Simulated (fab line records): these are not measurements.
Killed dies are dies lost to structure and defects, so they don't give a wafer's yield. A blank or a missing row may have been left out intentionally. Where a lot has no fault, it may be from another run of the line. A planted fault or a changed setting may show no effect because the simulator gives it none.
2 desks looking at one fault    flow ritCmos    each desk holds nothing but its own numbers, with what lay behind them at the end

== FROM THE METROLOGY DESK ==
Lot by lot, what the gauges showed, no matter which tool ran the lot: averages of those sampled wafers that carry a number. Any lot whose mean is over 4 standard deviations away from the usual mean is out of limits and marked OUT; that distance is given in the brackets.
Columns: A = GATE_POLY_THK at RIT_GATE_THK_MEAS_09, usual 249.9 nm; B = REOX_OXIDE_THK at RIT_REOX_THK_MEAS_04, usual 25.1 nm; C = CONTACT_OVL at RIT_CONTACT_OVL_MEAS_09, usual 0.4 nm
lot   first seen here  A                B     C
L555  day 2 14:29      254.4            25.4  -0.2
L556  day 2 17:11      249.9            25.8  1.3
L557  day 2 23:53      243.2            26.1  -1.5
L558  day 3 06:43      253.6            25.5  1.3
L559  day 3 09:55      247.8            25.7  1.1
L560  day 3 19:12      253.0            24.9  0.8
L561  day 3 22:40      248.0            25.4  0.0
L562  day 4 00:01      251.7            24.8  1.7
L563  day 4 07:29      253.5            25.5  2.1
L564  day 4 14:22      250.9            25.3  0.0
L566  day 4 20:30      251.5            24.3  1.1
L567  day 5 04:24      384.9 (+48) OUT  -     -
L568  day 5 06:02      384.9 (+48) OUT  -     -
This desk finds L567, L568 out of limits, with the earliest case on L567 at day 5 04:24 (GATE_POLY_THK at RIT_GATE_THK_MEAS_09). L555, L556, L557, L558, L559, L560, L561, L562, L563, L564, L566 stayed within limits.

== AT THE TOOL OWNER'S DESK: lpcvd-01 ==
The tool's own readings at RIT_GATE_CVD_08 (deposits poly-Si from SiH4, target thk 250 nm, time 2220 s): means of the sampled wafers that have a number, for each lot that ran on this tool. Any lot whose mean is over 4 standard deviations away from the usual mean is out of limits and marked OUT; that distance is given in the brackets.
Columns: A = spikeTcCentreC at RIT_GATE_CVD_08, usual 612.6 C; B = spikeTcLoadC at RIT_GATE_CVD_08, usual 634.2 C; C = spikeTcSourceC at RIT_GATE_CVD_08, usual 629 C; D = susceptorTempC at RIT_GATE_CVD_08, usual 610.08 C
lot   first seen here  A                B                 C               D
L555  day 2 12:52      612.6            635.0             632             610.24
L556  day 2 15:32      611.1            631.0             632             609.88
L558  day 3 05:05      612.3            634.6             632             610.00
L560  day 3 17:34      611.5            630.8             633             609.54
L562  day 3 22:23      612.9            633.8             632             610.11
L563  day 4 05:51      611.3            630.8             632             609.97
L564  day 4 12:44      612.5            633.8             633             609.99
L566  day 4 18:52      612.6            634.6             631             610.30
L567  day 5 02:47      630.4 (+14) OUT  652.8 (+9.3) OUT  649 (+5.4) OUT  628.14 (+62) OUT
L568  day 5 04:24      631.2 (+14) OUT  653.3 (+9.6) OUT  650 (+5.7) OUT  628.12 (+62) OUT
This desk finds L567, L568 out of limits, L567 being first, at day 5 02:47 (spikeTcCentreC at RIT_GATE_CVD_08). L555, L556, L558, L560, L562, L563, L564, L566 stayed within limits.

== TAKEN TOGETHER ==
An alarm could have come from the tool owner's desk at day 5 02:47, on L567, L568.
An alarm was possible from the metrology desk at day 5 04:24, on L567, L568.
RIT_GATE_CVD_08 was run on lpcvd-01 by each of the lots named.

== WHAT THE SIMULATOR PUT IN ==
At RIT_GATE_CVD_08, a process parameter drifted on lpcvd-01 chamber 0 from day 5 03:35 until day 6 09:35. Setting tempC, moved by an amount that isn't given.
Struck lots among those shown: L567, L568.
